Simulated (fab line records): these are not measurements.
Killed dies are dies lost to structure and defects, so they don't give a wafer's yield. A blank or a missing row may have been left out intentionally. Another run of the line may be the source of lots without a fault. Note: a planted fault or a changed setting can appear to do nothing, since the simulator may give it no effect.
Which of the tools did it?	flow rit-cmos	42 wafers from 14 lots sampled at 4 of the route's 202 steps

== WHAT THE GAUGES SHOWED, per wafer ==
RIT_FOX1_THK_MEAS_01. Usual: FOX1_OXIDE_THK gives 352 nm (standard deviation 5.3).
lot	measured	on	FOX1_OXIDE_THK (nm)	flag
L624	day 1 19:46	film-metro-03	355 355 357	
L625	day 2 02:05	film-metro-03	348 338 344	
L626	day 2 08:28	film-metro-03	357 356 355	
L628	day 2 16:11	film-metro-03	354 351 356	
L629	day 2 21:16	film-metro-03	359 367 364	
L631	day 3 05:35	film-metro-02	357 356 363	
L632	day 3 12:32	film-metro-02	353 358 357	
L633	day 3 17:05	film-metro-02	350 352 347	
L634	day 3 20:07	film-metro-02	354 352 353	
L640	day 5 05:30	film-metro-01	350 351 352	
L641	day 5 08:27	film-metro-03	349 349 344	
L644	day 6 00:16	film-metro-03	347 353 354	
L645	day 6 12:40	film-metro-03	349 344 341	
L646	day 6 12:40	film-metro-01	351 350 351	

RIT_NLDD_OVL_MEAS_06. Usual: NLDD_OVL gives 1.4 nm (standard deviation 1.4).
lot	measured	on	NLDD_OVL (nm)	flag
L624	day 3 00:59	overlay-01	-1.2 -0.1 -0.4	
L625	day 3 06:57	overlay-02	1.8 0.9 2.1	
L626	day 3 09:35	overlay-02	0.9 0.9 1.2	
L628	day 3 23:35	overlay-02	1.1 1.9 1.6	
L629	day 3 23:49	overlay-01	1.0 -0.4 2.7	
L631	day 4 13:37	overlay-01	1.7 4.1 2.5	
L632	day 4 16:37	overlay-02	0.6 1.3 1.4	
L633	day 4 22:23	overlay-02	2.3 3.6 2.7	
L634	day 5 00:54	overlay-01	2.7 3.1 3.3	
L640	day 6 17:34	overlay-02	1.5 3.5 6.0	
L641	day 6 22:42	overlay-02	-0.7 0.8 0.0	
L644	day 7 12:41	overlay-01	-0.8 -2.0 -0.3	
L645	day 7 20:39	overlay-02	3.5 2.8 1.8	
L646	day 7 18:16	overlay-02	3.2 1.4 1.4	

RIT_NSD_OVL_MEAS_06. Usual: NSD_OVL gives -0.9 nm (standard deviation 1.4).
lot	measured	on	NSD_OVL (nm)	flag
L624	day 3 07:04	overlay-01	-1.3 -3.1 -2.3	
L625	day 3 12:32	overlay-02	-0.9 -1.5 -0.4	
L626	day 3 15:11	overlay-02	-0.2 0.3 0.8	
L628	day 4 06:06	overlay-01	-0.3 -2.7 -1.0	
L629	day 4 06:40	overlay-02	1.5 -0.7 -0.5	
L631	day 4 20:41	overlay-02	-1.0 -2.3 0.0	
L632	day 4 23:01	overlay-02	2.1 1.4 0.7	
L633	day 5 03:49	overlay-02	-0.1 0.2 -0.2	
L634	day 5 07:45	overlay-01	-2.0 -2.1 -1.7	
L640	day 7 00:43	overlay-02	-1.3 -1.6 -0.7	
L641	day 7 05:26	overlay-02	-2.8 1.4 0.0	
L644	day 7 20:05	overlay-02	-0.7 -1.1 -0.2	
L645	day 8 02:25	overlay-01	1.1 -1.4 -2.5	
L646	day 8 00:58	overlay-02	0.2 -1.3 -1.8	

== WHICH TOOL RAN EACH LOT (tool, then ch and the chambers of the sampled wafers, then the start) ==
lot	RIT_NSD_SOFTBAKE_02
L624	litho-track-04 ch 0, day 3 06:31
L625	litho-track-03 ch 0, day 3 11:59
L626	litho-track-01 ch 0, day 3 14:31
L628	litho-track-01 ch 0, day 4 05:34
L629	litho-track-04 ch 0, day 4 06:01
L631	litho-track-04 ch 0, day 4 20:08
L632	litho-track-01 ch 0, day 4 22:28
L633	litho-track-04 ch 0, day 5 03:16
L634	litho-track-03 ch 0, day 5 07:12
L640	litho-track-04 ch 0, day 7 00:04
L641	litho-track-04 ch 0, day 7 04:40
L644	litho-track-03 ch 0, day 7 19:26
L645	litho-track-01 ch 0, day 8 01:52
L646	litho-track-01 ch 0, day 8 00:12
- RIT_NSD_SOFTBAKE_02: time 60 s.

== AS READ BY THE TOOLS THEMSELVES (means over the sampled wafers that have a number; for cases with no such wafer, the mark the record gives instead) ==
RIT_NSD_SOFTBAKE_02. Usual: chill-plate-temp-C 23.02 C, standard deviation 0.11; run-length-s 89.24 s, standard deviation 0.19.
lot	tool	chill-plate-temp-C (C)	run-length-s (s)	flag
L624	litho-track-04	23.03	89.36	
L625	litho-track-03	23.08	88.85	
L626	litho-track-01	23.17	89.19	
L628	litho-track-01	23.13	89.36	
L629	litho-track-04	23.08	89.37	
L631	litho-track-04	23.04	89.27	
L632	litho-track-01	22.98	89.26	
L633	litho-track-04	22.95	89.38	
L634	litho-track-03	23.04	88.86	
L640	litho-track-04	22.86	100.81	OFF
L641	litho-track-04	22.87	100.84	OFF
L644	litho-track-03	23.04	88.90	
L645	litho-track-01	23.15	89.26	
L646	litho-track-01	22.94	89.30	

== THE ANSWER, worked out from the rows above alone ==
Rule: take the mean of a lot's wafers that have a number; if it is more than 3 standard deviations from the usual mean, the lot is off. Also off: a lot with no number at a reading for which 4 or more lots have one. Where the step has rows for the other lots, those lots are counted as sound. The gauges are gone through in route order, then the tools' own readings, and for those a lot's mean is taken as printed above. At the first step where some lot is off, the reading lying furthest off is the one used; lots without a number count as furthest.
Off: L640, L641 (RIT_NSD_SOFTBAKE_02, run-length-s).
A tool fits if, at that step or a process step before it, it ran every lot that is off, and no sound lot after the first of them. One candidate fits, namely litho-track-04 at RIT_NSD_SOFTBAKE_02. Its last sound lot is L633 (day 5 03:16), its first lot that is off L640 (day 7 00:04): a fault that began between those two fits.
The tool's own readings at RIT_NSD_SOFTBAKE_02 bear it out: on the lots that are off they differ by more than 5 times the standard deviation of the sound lots' means. run-length-s reads 100.83 s there against 89.20 s on the sound lots.

== WHAT WAS PUT IN BY THE SIMULATOR ==
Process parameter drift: litho-track-04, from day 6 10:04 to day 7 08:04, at RIT_NSD_SOFTBAKE_02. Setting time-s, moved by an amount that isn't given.
Lots struck among those shown: L640, L641. Same finding as the rule above.
